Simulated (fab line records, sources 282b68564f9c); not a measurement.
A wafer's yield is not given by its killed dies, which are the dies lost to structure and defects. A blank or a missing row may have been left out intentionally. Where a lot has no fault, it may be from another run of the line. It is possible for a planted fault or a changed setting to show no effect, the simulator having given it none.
fab line records ; flow rit_cmos
record lots=14; wafers=42; last_day=8
route steps=202 shown SDANNEAL@156 PSD@157 NSD@158 PLDD@159 M1@202
lots that met no fault: taken from a fault-free run of the same line
start_h: hours from the record's opening day to when the first of the lot's shown wafers began ; wait_h: hours from the lot's prior step to this one ; " as in the row above ; L1.1+2: several wafers, shown together as one row ; - no value, or no start given ; * or withheld: withheld ; < > ~ a bound
route shown NAME@n: NAME is a module with steps in the file, n the number in the route of the first one ; usual: mean and standard deviation over wafers with no fault ; same: alike in all rows ; chamber/n: place in a boat ; sites: each site's reading ; _std_site: the standard deviation of these ; _edge_site: inner sites' mean taken away from outer sites' mean ; radius_mm: for every site, how far away it sits from the centre of the wafer ; mask NAME#n: copy n ; behind: the last tool/chamber to shape the wafer ; hold: why the lot went on hold/how many hours it stayed there/how the hold came to an end ; device: transistor that didn't switch, given as n, p or np ; end of line: tests of these same wafers at the route's end ; a step given without rows: its recipe and nothing more ; killed: at the first sort, the dies lost to defects and structure; wafer yield is something else ; map: shows each die of a wafer: x if killed, . if not, _ if none is there
set.NAME: the setting that was run; set.NAME@STEP: the one run at that earlier step ; model.NAME: the simulator's own value behind a step, which no gauge read
one table for each step of the route and one row for each wafer, over a sample of lots
services: the hour from which a tool's chamber was out of use, counted from the record's first day as start_h (under 0 if before that day), plus the number of hours and why
## steps
# step RIT_SDANNEAL_RTA_03
# recipe temp_c=1050; time_s=5; idle_temp_c=600; ramp_up_c_per_s=342; ramp_down_c_per_s=171; cool_to_c=600; ambient=N2
# usual ramp_down_c_per_s=171.00/0.033; wafer_temp_C_max=1053.5/1.2
# same time_s=5
lot.wafer;tool;chamber;start_h;wait_h;ramp_down_c_per_s;wafer_temp_C_max
L454.2;rtp_anneal-02;0;59.90;0.0;170.96;1054.9
L454.5;rtp_anneal-02;0;59.90;0.0;170.97;1053.4
L454.6;rtp_anneal-02;0;59.90;0.0;170.93;1051.9
L457.2;rtp_anneal-01;0;71.27;0.0;170.99;1054.2
L457.3;rtp_anneal-01;0;71.27;0.0;171.00;1052.8
L457.6;rtp_anneal-01;0;71.27;0.0;171.01;1052.4
L458.1;rtp_anneal-02;0;76.65;0.0;171.04;1052.9
L458.2;rtp_anneal-02;0;76.65;0.0;171.01;1055.7
L458.6;rtp_anneal-02;0;76.65;0.0;171.04;1052.5
L461.1;rtp_anneal-01;0;90.40;0.0;170.98;1052.7
L461.4;rtp_anneal-01;0;90.40;0.0;171.05;1054.6
L461.6;rtp_anneal-01;0;90.40;0.0;171.00;1052.0
L462.1;rtp_anneal-02;0;96.06;0.0;170.98;1053.9
L462.2;rtp_anneal-02;0;96.06;0.0;171.00;1052.6
L462.3;rtp_anneal-02;0;96.06;0.0;171.01;1053.1
L463.1;rtp_anneal-01;0;99.90;0.0;170.97;1052.4
L463.2;rtp_anneal-01;0;99.90;0.0;171.01;1053.4
L463.4;rtp_anneal-01;0;99.90;0.0;170.97;1052.1
L465.1;rtp_anneal-01;0;109.80;0.0;171.04;1052.0
L465.2;rtp_anneal-01;0;109.80;0.0;170.97;1052.1
L465.6;rtp_anneal-01;0;109.80;0.0;170.99;1052.8
L466.2;rtp_anneal-02;0;114.57;0.0;170.97;1054.0
L466.4;rtp_anneal-02;0;114.57;0.0;171.04;1055.2
L466.5;rtp_anneal-02;0;114.57;0.0;170.98;1054.6
L467.2;rtp_anneal-01;0;118.91;0.0;171.00;1053.8
L467.3;rtp_anneal-01;0;118.91;0.0;170.99;1054.8
L467.4;rtp_anneal-01;0;118.91;0.0;171.05;1052.9
L468.2;rtp_anneal-02;0;122.80;0.0;170.96;1087.5
L468.5;rtp_anneal-02;0;122.80;0.0;171.00;1086.3
L468.6;rtp_anneal-02;0;122.80;0.0;171.03;1089.5
L469.1;rtp_anneal-01;0;130.63;0.0;170.99;1053.9
L469.2;rtp_anneal-01;0;130.63;0.0;171.04;1051.6
L469.6;rtp_anneal-01;0;130.63;0.0;170.95;1052.6
L470.2;rtp_anneal-02;0;132.47;0.0;170.96;1086.2
L470.4;rtp_anneal-02;0;132.47;0.0;170.98;1087.1
L470.5;rtp_anneal-02;0;132.47;0.0;170.98;1087.4
L475.2;rtp_anneal-01;0;159.46;0.0;170.99;1053.6
L475.4;rtp_anneal-01;0;159.46;0.0;171.05;1053.0
L475.6;rtp_anneal-01;0;159.46;0.0;170.95;1053.5
L477.1;rtp_anneal-01;0;172.30;0.0;171.03;1053.7
L477.3;rtp_anneal-01;0;172.30;0.0;171.06;1051.7
L477.6;rtp_anneal-01;0;172.30;0.0;171.00;1051.8
# step RIT_SDANNEAL_RS_MEAS_04
# recipe thk_meas_gauge=four-point-probe
# usual PSD_RS=115.98/0.24
lot.wafer;tool;chamber;start_h;wait_h;PSD_RS[ohm/sq]
L454.2;film_metro-01;-;59.97;0.1;115.96
L454.5;film_metro-01;-;59.97;0.1;115.95
L454.6;film_metro-01;-;59.97;0.1;115.92
L457.2;film_metro-03;-;71.34;0.1;116.16
L457.3;film_metro-03;-;71.34;0.1;116.07
L457.6;film_metro-03;-;71.34;0.1;115.91
L458.1;film_metro-01;-;76.71;0.0;116.21
L458.2;film_metro-01;-;76.71;0.0;115.91
L458.6;film_metro-01;-;76.71;0.0;115.76
L461.1;film_metro-01;-;90.46;0.0;115.78
L461.4;film_metro-01;-;90.46;0.0;115.96
L461.6;film_metro-01;-;90.46;0.0;115.84
L462.1;film_metro-03;-;96.12;0.0;115.68
L462.2;film_metro-03;-;96.12;0.0;115.81
L462.3;film_metro-03;-;96.12;0.0;115.84
L463.1;film_metro-03;-;99.96;0.0;116.12
L463.2;film_metro-03;-;99.96;0.0;116.20
L463.4;film_metro-03;-;99.96;0.0;116.11
L465.1;film_metro-01;-;109.86;0.0;116.09
L465.2;film_metro-01;-;109.86;0.0;115.83
L465.6;film_metro-01;-;109.86;0.0;116.12
L466.2;film_metro-03;-;114.64;0.1;115.64
L466.4;film_metro-03;-;114.64;0.1;115.75
L466.5;film_metro-03;-;114.64;0.1;115.62
L467.2;film_metro-03;-;118.98;0.1;116.08
L467.3;film_metro-03;-;118.98;0.1;116.07
L467.4;film_metro-03;-;118.98;0.1;116.13
L468.2;film_metro-01;-;122.86;0.1;94.08
L468.5;film_metro-01;-;122.86;0.1;93.73
L468.6;film_metro-01;-;122.86;0.1;94.09
L469.1;film_metro-02;-;130.69;0.0;116.12
L469.2;film_metro-02;-;130.69;0.0;116.43
L469.6;film_metro-02;-;130.69;0.0;116.24
L470.2;film_metro-02;-;132.54;0.1;94.42
L470.4;film_metro-02;-;132.54;0.1;94.27
L470.5;film_metro-02;-;132.54;0.1;94.17
L475.2;film_metro-01;-;159.58;0.1;116.22
L475.4;film_metro-01;-;159.58;0.1;116.03
L475.6;film_metro-01;-;159.58;0.1;116.14
L477.1;film_metro-03;-;172.35;0.0;116.21
L477.3;film_metro-03;-;172.35;0.0;116.11
L477.6;film_metro-03;-;172.35;0.0;116.03
# step RIT_SDANNEAL_RS_MEAS_05
# recipe thk_meas_gauge=four-point-probe
# usual NSD_RS=84.48/0.29
lot.wafer;tool;chamber;start_h;wait_h;NSD_RS[ohm/sq]
L454.2;film_metro-01;-;60.09;0.1;84.05
L454.5;film_metro-01;-;60.09;0.1;84.34
L454.6;film_metro-01;-;60.09;0.1;84.64
L457.2;film_metro-03;-;71.46;0.1;84.36
L457.3;film_metro-03;-;71.46;0.1;84.51
L457.6;film_metro-03;-;71.46;0.1;84.24
L458.1;film_metro-01;-;76.83;0.1;84.35
L458.2;film_metro-01;-;76.83;0.1;84.31
L458.6;film_metro-01;-;76.83;0.1;84.30
L461.1;film_metro-01;-;90.58;0.1;84.45
L461.4;film_metro-01;-;90.58;0.1;84.36
L461.6;film_metro-01;-;90.58;0.1;84.62
L462.1;film_metro-03;-;96.24;0.1;84.72
L462.2;film_metro-03;-;96.24;0.1;84.55
L462.3;film_metro-03;-;96.24;0.1;84.85
L463.1;film_metro-03;-;100.08;0.1;84.57
L463.2;film_metro-03;-;100.08;0.1;84.15
L463.4;film_metro-03;-;100.08;0.1;84.14
L465.1;film_metro-01;-;109.98;0.1;84.80
L465.2;film_metro-01;-;109.98;0.1;84.64
L465.6;film_metro-01;-;109.98;0.1;84.92
L466.2;film_metro-03;-;114.76;0.1;84.42
L466.4;film_metro-03;-;114.76;0.1;84.55
L466.5;film_metro-03;-;114.76;0.1;84.32
L467.2;film_metro-03;-;119.10;0.1;84.25
L467.3;film_metro-03;-;119.10;0.1;84.49
L467.4;film_metro-03;-;119.10;0.1;84.53
L468.2;film_metro-01;-;122.98;0.1;83.44
L468.5;film_metro-01;-;122.98;0.1;83.54
L468.6;film_metro-01;-;122.98;0.1;84.02
L469.1;film_metro-02;-;130.81;0.1;84.66
L469.2;film_metro-02;-;130.81;0.1;84.74
L469.6;film_metro-02;-;130.81;0.1;84.52
L470.2;film_metro-02;-;132.66;0.1;83.24
L470.4;film_metro-02;-;132.66;0.1;83.20
L470.5;film_metro-02;-;132.66;0.1;83.39
L475.2;film_metro-01;-;159.70;0.1;84.08
L475.4;film_metro-01;-;159.70;0.1;84.06
L475.6;film_metro-01;-;159.70;0.1;84.26
L477.1;film_metro-03;-;172.47;0.1;83.81
L477.3;film_metro-03;-;172.47;0.1;83.93
L477.6;film_metro-03;-;172.47;0.1;84.12
# step RIT_SDANNEAL_RS_MEAS_06
# recipe thk_meas_gauge=four-point-probe
# usual PLDD_RS=178.7/0.5
lot.wafer;tool;chamber;start_h;wait_h;PLDD_RS[ohm/sq]
L454.2;film_metro-01;-;60.21;0.1;179.2
L454.5;film_metro-01;-;60.21;0.1;178.5
L454.6;film_metro-01;-;60.21;0.1;178.5
L457.2;film_metro-03;-;71.58;0.1;178.8
L457.3;film_metro-03;-;71.58;0.1;179.0
L457.6;film_metro-03;-;71.58;0.1;178.3
L458.1;film_metro-01;-;76.95;0.1;178.2
L458.2;film_metro-01;-;76.95;0.1;178.0
L458.6;film_metro-01;-;76.95;0.1;178.2
L461.1;film_metro-01;-;90.70;0.1;179.0
L461.4;film_metro-01;-;90.70;0.1;178.7
L461.6;film_metro-01;-;90.70;0.1;178.5
L462.1;film_metro-03;-;96.36;0.1;179.2
L462.2;film_metro-03;-;96.36;0.1;178.4
L462.3;film_metro-03;-;96.36;0.1;178.8
L463.1;film_metro-03;-;100.20;0.1;177.8
L463.2;film_metro-03;-;100.20;0.1;178.0
L463.4;film_metro-03;-;100.20;0.1;178.3
L465.1;film_metro-01;-;110.10;0.1;179.3
L465.2;film_metro-01;-;110.10;0.1;179.1
L465.6;film_metro-01;-;110.10;0.1;179.5
L466.2;film_metro-03;-;114.88;0.1;178.1
L466.4;film_metro-03;-;114.88;0.1;177.8
L466.5;film_metro-03;-;114.88;0.1;178.2
L467.2;film_metro-03;-;119.22;0.1;179.3
L467.3;film_metro-03;-;119.22;0.1;178.9
L467.4;film_metro-03;-;119.22;0.1;178.9
L468.2;film_metro-01;-;123.10;0.1;159.1
L468.5;film_metro-01;-;123.10;0.1;158.7
L468.6;film_metro-01;-;123.10;0.1;158.8
L469.1;film_metro-02;-;130.93;0.1;179.1
L469.2;film_metro-02;-;130.93;0.1;178.5
L469.6;film_metro-02;-;130.93;0.1;178.8
L470.2;film_metro-02;-;132.78;0.1;160.3
L470.4;film_metro-02;-;132.78;0.1;160.2
L470.5;film_metro-02;-;132.78;0.1;160.3
L475.2;film_metro-01;-;159.82;0.1;178.5
L475.4;film_metro-01;-;159.82;0.1;178.8
L475.6;film_metro-01;-;159.82;0.1;177.8
L477.1;film_metro-03;-;172.59;0.1;179.0
L477.3;film_metro-03;-;172.59;0.1;178.6
L477.6;film_metro-03;-;172.59;0.1;178.8
# step RIT_M1_PROBE_99
# usual killed_at_M0_to_M3=0.0/0.083; killed_at_contacts=0.1/0.31; killed_at_front_end=6.3/2.7; killed_dies=6.4/2.7; killed_open=3.3/2; killed_short=3/1.8
# same gross_dies=264; killed_at_M4_up=0; killed_at_back_side=0; killed_at_other=0
lot.wafer;tool;chamber;start_h;wait_h;killed_at_M0_to_M3;killed_at_contacts;killed_at_front_end;killed_dies;killed_open;killed_short
L468.2;prober-02;-;130.17;0.1;0;0;6;6;4;2
L468.5;prober-02;-;130.32;0.2;0;0;9;9;3;6
L468.6;prober-02;-;130.37;0.2;0;0;4;4;3;1
# killed by level:class
L468.2 GATE:geometric_particle:open=2 REOX:geometric_particle:open=1 REOX:geometric_particle:short=1 SPACER:geometric_particle:open=1 SPACER:geometric_particle:short=1
L468.5 FOX2:geometric_particle:short=2 FOX2:geometric_particle:open=2 GATE:geometric_particle:short=2 FOX1:geometric_particle:short=1 REOX:geometric_particle:open=1 REOX:geometric_particle:short=1
L468.6 GATE:geometric_particle:open=2 REOX:geometric_particle:short=1 REOX:geometric_particle:open=1
## services
tool;chamber;start_h;hours;kind
rtp_anneal-02;-;43.34;4.9;pm
## key
first_sign step=RIT_SDANNEAL_RTA_03; reading=wafer_temp_C_max; direction=up; sigmas=29; usual=*; struck=*
effect step=RIT_SDANNEAL_RS_MEAS_04; reading=PSD_RS; direction=down; sigmas=93; usual=115.98; struck=94.13
effect step=RIT_SDANNEAL_RS_MEAS_05; reading=NSD_RS; direction=down; sigmas=3.5; usual=84.48; struck=83.47
effect step=RIT_SDANNEAL_RS_MEAS_06; reading=PLDD_RS; direction=down; sigmas=38; usual=178.7; struck=159.6
met_at RIT_SDANNEAL_RTA_03
struck_lots L468,L470
tester_left_out L468,L470
onset_between 114.57 122.80
fault kind=process_parameter_drift; tool=rtp_anneal-02; chamber=-; onset_h=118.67; steps=RIT_SDANNEAL_RTA_03; channel=temp_c; offset=*; shape=step; end_h=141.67; acts_in=*; stated=*
# tester_left_out: of these lots the tester's yield and bins aren't shown, on N5 and GAA mostly nor the transistor test; their killed dies are dies lost to structure and defects alone, not to doping, threshold or leakage, so they don't give the yield
